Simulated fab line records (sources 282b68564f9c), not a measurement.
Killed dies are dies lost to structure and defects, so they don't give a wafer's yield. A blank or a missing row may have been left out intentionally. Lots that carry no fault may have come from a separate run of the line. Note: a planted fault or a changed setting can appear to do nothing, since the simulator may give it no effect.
Which tool did it? :: flow ritCmos :: route of 202 steps, sampled at 1 step: 6 lots, 18 wafers

== WHAT EACH GAUGE READ, for each wafer ==
RIT_ACTIVE_BOW_MEAS_00.
lot: L324
measured: day 1 15:00
on: filmMetro-04
INCOMING_BOW (um): 1 3 -9

lot: L326
measured: day 2 01:01
on: filmMetro-04
INCOMING_BOW (um): 5 -2 -5

lot: L328
measured: day 2 11:00
on: filmMetro-02
INCOMING_BOW (um): 15 -17 3

lot: L341
measured: day 5 04:00
on: filmMetro-04
INCOMING_BOW (um): -7 1 6

lot: L343
measured: day 5 14:00
on: filmMetro-03
INCOMING_BOW (um): -3 9 -8

lot: L345
measured: day 6 00:01
on: filmMetro-04
INCOMING_BOW (um): 2 7 -11

== EACH LOT AND THE TOOL THAT RAN IT (in order: tool; ch and the chambers of the sampled wafers; start) ==
Before these readings, the record contains no process step.

== THE ANSWER, worked out from the rows above alone ==
Rule: the usual values come from the lots themselves. The widest of any qualifying gaps counts: lots, ordered by their means at a reading, are off when they make up no more than a third of the lots, leave a main group of 4 or more, and stand apart from it by 3 or more times the standard deviation of that group's means. The tables above print the reading to a certain number of digits; a main group whose means all agree to those digits is not used. Also off: a lot with no number at a reading for which 4 or more lots have one. All remaining lots with rows at the step are treated as sound.
None of the lots is off at any reading shown; this tells nothing.

== WHAT HAD BEEN PUT IN BY THE SIMULATOR ==
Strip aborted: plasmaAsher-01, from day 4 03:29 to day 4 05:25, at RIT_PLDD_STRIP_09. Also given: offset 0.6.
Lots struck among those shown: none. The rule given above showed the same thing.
